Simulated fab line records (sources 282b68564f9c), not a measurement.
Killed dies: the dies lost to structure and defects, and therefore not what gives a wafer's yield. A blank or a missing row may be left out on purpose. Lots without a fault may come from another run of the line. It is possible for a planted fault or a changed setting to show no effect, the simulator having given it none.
A lot that was struck, set against a sound lot | flow rit cmos | 33 steps out of a route of 202
Sound: wafers L711.1, L711.5, L711.6. Wafers L705.1, L705.4, L705.5 were the ones struck. The cause is named last.
Order at every step that has rows: each side's tool, ch and its chambers, its first start. Under that, the readings that differ: sound wafers | struck wafers | difference of the means | sigmas: that difference in standard deviations of wafers without a fault.
alike: readings whose means differ by less than 2 such deviations, and words and numbers that are the same on both sides. not compared: withheld readings, readings that some wafer has no value for, bounds like >300 that may hide the same value, and numbers for which the record gives no deviation and whose values overlap.
The two part at a step that has a row with sigmas, a row that says differs or no value, or rows on one side only. Numbers that have no deviation but don't overlap get no sigmas and don't part them. A reading that every wafer of one side lacks parts them only if that side has two wafers or more.

first, 1 step without rows for these wafers: RIT_PWELL_DEVELOP_05 (develop time 68 s).
RIT_PWELL_OVL_MEAS_06:
  sound on overlay-01 at day 3 23:55; struck on overlay-01 at day 2 21:18
  alike: PWELL_OVL
then, 2 steps without rows for these wafers: RIT_PWELL_HARDBAKE_07 (time 120 s); RIT_PWELL_IMPLANT_08.
RIT_PWELL_STRIP_09: strips in O2, time 180 s.
  sound on plasma asher-01 ch 0,1, day 4 00:20; struck on plasma asher-03 ch 0, day 2 21:44
  alike: chamber pressure mTorr, drypump motor current A
  not compared: rf hours counter h
RIT_PWELL_TW_MEAS_10:
  sound on film metro-03 at day 4 00:31; struck on film metro-03 at day 2 21:55
  alike: PWELL_TW
then, 1 step without rows for these wafers: RIT_WELLDRIVE_ANNEAL_00 (time 14700 s).
RIT_WELLDRIVE_RS_MEAS_01: measures by four-point-probe.
  sound on film metro-02 at day 4 06:35; struck on film metro-02 at day 3 03:04
  reading           | sound             | struck            | difference | sigmas
  NWELL_RS (ohm/sq) | 274.7 275.0 275.9 | 276.3 277.0 277.4 | +1.7       | +2
RIT_WELLDRIVE_RS_MEAS_02: measures by four-point-probe.
  sound on film metro-02 at day 4 06:43; struck on film metro-02 at day 3 03:11
  alike: PWELL_RS
then, 3 steps without rows for these wafers: RIT_NRETRO_HMDS_00 (prime time 60 s); RIT_NRETRO_COAT_01 (resist thk 1300 nm); RIT_NRETRO_SOFTBAKE_02 (time 60 s).
RIT_NRETRO_EXPOSE_03: exposes mask M4, target cd 43900 nm.
  sound on iline stepper-01 ch 0, day 4 07:25; struck on iline stepper-02 ch 0, day 3 03:52
  reading | sound          | struck         | difference | sigmas
  mask    | M4#0 M4#0 M4#0 | M5#0 M5#0 M5#0 | differs    |
then, 2 steps without rows for these wafers: RIT_NRETRO_PEB_04; RIT_NRETRO_DEVELOP_05 (develop time 68 s).
RIT_NRETRO_OVL_MEAS_06:
  sound on overlay-01 at day 4 07:50; struck on overlay-01 at day 3 04:22
  reading         | sound          | struck | difference                    | sigmas
  NRETRO_OVL (nm) | -0.5 -1.8 -1.6 | - - -  | no value on the struck wafers |
then, 2 steps without rows for these wafers: RIT_NRETRO_HARDBAKE_07 (time 120 s); RIT_NRETRO_IMPLANT_08.
RIT_NRETRO_STRIP_09: strips in O2, time 180 s.
  sound on plasma asher-03 ch 0,1, day 4 08:16; struck on plasma asher-03 ch 0,1, day 3 04:48
  alike: chamber pressure mTorr, drypump motor current A
  not compared: rf hours counter h
RIT_NRETRO_TW_MEAS_10:
  sound on film metro-03 at day 4 08:27; struck on film metro-03 at day 3 04:58
  reading   | sound          | struck   | difference | sigmas
  NRETRO_TW | 1039 1032 1035 | 30 30 30 | -1005      | -99 or more
then, 6 steps without rows for these wafers: RIT_PRETRO_HMDS_00 (prime time 60 s); RIT_PRETRO_COAT_01 (resist thk 1300 nm); RIT_PRETRO_SOFTBAKE_02 (time 60 s); RIT_PRETRO_EXPOSE_03 (exposes mask M5, target cd 43700 nm); RIT_PRETRO_PEB_04; RIT_PRETRO_DEVELOP_05 (develop time 68 s).
RIT_PRETRO_OVL_MEAS_06:
  sound on overlay-01 at day 4 09:38; struck on overlay-02 at day 3 06:06
  alike: PRETRO_OVL
then, 2 steps without rows for these wafers: RIT_PRETRO_HARDBAKE_07 (time 120 s); RIT_PRETRO_IMPLANT_08.
RIT_PRETRO_STRIP_09: strips in O2, time 180 s.
  sound on plasma asher-02 ch 0,1, day 4 10:04; struck on plasma asher-04 ch 0,1, day 3 06:32
  alike: chamber pressure mTorr, drypump motor current A
  not compared: rf hours counter h
RIT_PRETRO_TW_MEAS_10:
  sound on film metro-02 at day 4 10:14; struck on film metro-01 at day 3 06:43
  reading   | sound             | struck               | difference | sigmas
  PRETRO_TW | 474.2 471.5 474.6 | 1073.4 1073.1 1075.6 | +600.6     | +99 or more
then, 1 step without rows for these wafers: RIT_GATE_WET_ETCH_00 (etches SiO2 in BOE, target depth 56 nm, time 60 s).
RIT_M1_PROBE_99:
  record: rows for the struck wafers here (prober-02, day 4 12:08), none for the sound ones

## WHERE THEY PART
At RIT_WELLDRIVE_RS_MEAS_01 first; at RIT_M1_PROBE_99 last (within this record only).

WHY: what the simulator had put in
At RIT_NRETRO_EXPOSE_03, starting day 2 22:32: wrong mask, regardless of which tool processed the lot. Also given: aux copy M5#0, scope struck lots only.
